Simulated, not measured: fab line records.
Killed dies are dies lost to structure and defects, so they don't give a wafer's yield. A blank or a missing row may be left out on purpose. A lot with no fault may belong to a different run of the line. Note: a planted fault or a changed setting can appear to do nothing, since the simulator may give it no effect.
Problem report, 8D (eight disciplines) form, completed by code ; flow rit cmos ; the parts of the form that need people (team, actions taken, sign-off) are left out

## 1. WHAT IS WRONG
plate sensor t edge C at RIT_NSD_SOFTBAKE_02 reads a mean of 86.399 C on 6 wafers of 2 lots; wafers without a fault read 91.021 C with a standard deviation of 0.011. That is -99 or more standard deviations from the usual mean.
The step: time 62.74 s.
First observed at day 5 04:53: wafer L324.1, on litho track-04. Wafers with a number at this step in the record: 33, from 11 lots. By rule, "out" or "out of limits" means more than 4 standard deviations away from the usual mean. All remaining wafers that have a number are taken as sound.

## 2. WHAT IT IS, AND WHAT IT ISN'T
question;is;is not
which readings at this step;plate sensor t edge C, heater power total W, plate sensor t centre C;-
which lots;L324, L326;L315, L316, L317, L322, L328, L332, L333, L334, L335
which wafers of those lots;all that have a number;-
read on which tools;litho track-04;litho track-02, litho track-03
when;from day 5 04:53;"up to then (12 sound wafers); but 15 sound wafers of L328, L332, L333, L334, L335 came after"

## 3. THE SUSPECTS, EACH WITH WHAT RULES IT OUT
Counting: a tool stays on the suspect list if, at a process step up to the reading, it processed all lots that are out and no sound lot following the first of them.
- rie si-01 at RIT_GATE_ETCH_19 (etches poly-Si in SF6/CHF3/O2, stops on SiO2, time 165 s, target depth 312.5 nm): ruled out as a lasting fault. Following L324 (day 4 16:50), the first lot on it that is out, the sound lots L328, L332, L334 were run on it.
- litho track-04 at RIT_NSD_SOFTBAKE_02 (time 62.74 s): kept. It ran every lot that is out, first L324 (day 5 04:53), and no sound lot after that; its last sound lot up to then is L316 (day 3 17:50). Its own readings are out on those wafers: heater power total W, plate sensor t centre C, plate sensor t edge C.
Remaining after the count: litho track-04 at RIT_NSD_SOFTBAKE_02.

## 4. THE CAUSE (what the simulator had put in)
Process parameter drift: litho track-04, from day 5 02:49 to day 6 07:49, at RIT_NSD_SOFTBAKE_02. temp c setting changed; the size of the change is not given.
This tool alone remained once counting was done.

## 5. THE CHAIN OF EFFECTS, in route order
Each row: a reading whose mean over the struck wafers that have a number lies more than 3 standard deviations from the usual. Scope: only readings with a usual standard deviation given in the record; hours: median across lots of the time from each lot's start at the first step in this table that gives one to its start at this step; sigmas: change in usual standard deviations.
hours;step;reading;usual;on struck wafers;change;sigmas
0;RIT_NSD_SOFTBAKE_02;heater power total W;34.62 W;32.13;-2.49;-51
0;RIT_NSD_SOFTBAKE_02;plate sensor t centre C;90.969 C;86.352;-4.617;-99 or more
0;RIT_NSD_SOFTBAKE_02;plate sensor t edge C;91.021 C;86.399;-4.622;-99 or more
Its process steps:
- RIT_NSD_SOFTBAKE_02: time 62.74 s.
Later measuring or inspecting steps at which every struck wafer that the step has a row for has a number for every such reading, and none has moved that far: RIT_SDANNEAL_RS_MEAS_04.

## 6. HOW IT WOULD HAVE BEEN CAUGHT EARLIER
In this record the first reading out of limits was taken at day 5 04:53, 2 hours after the fault began at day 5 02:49.
